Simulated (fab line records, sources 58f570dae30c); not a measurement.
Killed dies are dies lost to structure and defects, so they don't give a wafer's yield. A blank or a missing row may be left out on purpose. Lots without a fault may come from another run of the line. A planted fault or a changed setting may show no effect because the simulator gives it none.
Split-lot experiment | flow berkeley_cmos170 | 5 lots, 23 wafers read, on a route of 331 steps

THE SPLIT
At UCB170_PFIELD_IMPLANT_07, the setting dose_cm2 was moved away from the recipe's 2e+13 on 7 of the 23 wafers read, by -6.2% to +4.6%. The other wafers ran this setting at the recipe's value.

FROM THE SPLIT TO THE READING: what the file shows between them, 1 step
- UCB170_PFIELD_STRIP_08: strips in O2

THE READING
PFIELD_TW, at UCB170_PFIELD_TW_MEAS_09. Fault-free wafers of this fab line usually give 595, standard deviation 3.2.

wafer  | tool, chamber at the split | dose_cm2 as run | against the recipe | PFIELD_TW | against lot-mates on the recipe
L074.1 | implanter-04, 0            | 1.905e+13       | -4.7%              | 587       | -10
L074.2 | implanter-04, 0            | 1.905e+13       | -4.7%              | 587       | -10
L074.4 | implanter-04, 0            | 1.905e+13       | -4.7%              | 584       | -14
L074.5 | implanter-04, 0            | 2e+13           | recipe             | 599       | -
L074.6 | implanter-04, 0            | 2e+13           | recipe             | 596       | -
L076.1 | implanter-04, 0            | 2.091e+13       | +4.6%              | 605       | +10
L076.3 | implanter-04, 0            | 2e+13           | recipe             | 599       | -
L076.4 | implanter-04, 0            | 2.091e+13       | +4.6%              | 603       | +8
L076.5 | implanter-04, 0            | 2e+13           | recipe             | 592       | -
L076.6 | implanter-04, 0            | 2e+13           | recipe             | 593       | -
L082.1 | implanter-04, 0            | 2e+13           | recipe             | 597       | -
L082.2 | implanter-04, 0            | 1.875e+13       | -6.2%              | 586       | -11
L082.4 | implanter-04, 0            | 2e+13           | recipe             | 597       | -
L082.5 | implanter-04, 0            | 2e+13           | recipe             | 596       | -
L082.6 | implanter-04, 0            | 1.875e+13       | -6.2%              | 587       | -10
L083.1 | implanter-01, 0            | 2e+13           | recipe             | 598       | -
L083.5 | implanter-01, 0            | 2e+13           | recipe             | 598       | -
L083.6 | implanter-01, 0            | 2e+13           | recipe             | 600       | -
L084.1 | implanter-02, 0            | 2e+13           | recipe             | 599       | -
L084.2 | implanter-02, 0            | 2e+13           | recipe             | 599       | -
L084.3 | implanter-02, 0            | 2e+13           | recipe             | 597       | -
L084.4 | implanter-02, 0            | 2e+13           | recipe             | 598       | -
L084.6 | implanter-02, 0            | 2e+13           | recipe             | 595       | -

THE FIT
A straight line over all 23 wafers: PFIELD_TW changes by +1.85 for each +1% of dose_cm2; r = +0.92; the points scatter about the line by 2.2.
The same after taking each lot's own level away (the mean of its wafers on the recipe; 23 wafers): +2 for each +1%; r = +0.95; scatter 1.9.
On that fit, the largest move of dose_cm2 shifts the reading by 13.
The lots' own levels span 594.7 to 598.7, that is 1.2 times the standard deviation above.
So the lot-to-lot level changes the slope little: the two slopes agree.
Check: with one of the wafers moved furthest among these (-6.2%) left out of the fit, the line predicts -13.1 for it against its lot-mates. It came out at -10.7 against them.

OTHER SPLITS ON THESE WAFERS
These wafers also went through other splits before the reading. Each is held against what the fit with the lots' levels taken away leaves over:
other split on the same wafers          | wafers away from the commonest value | r with PFIELD_TW (lot level and that fit taken away)
UCB170_START_OXIDATION_02 temp_c        | 10                                   | -0.08
UCB170_PWELL_IMPLANT_15 energy_kev      | 9                                    | -0.01
UCB170_WELLDRIVE_OXIDATION_01 ox_time_s | 18                                   | -0.03
UCB170_PFIELD_COAT_01 spin_rpm          | 11                                   | -0.17

THE FILE'S OWN FIT
PFIELD_TW changes by +1.94 for each +1% of dose_cm2, r = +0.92.
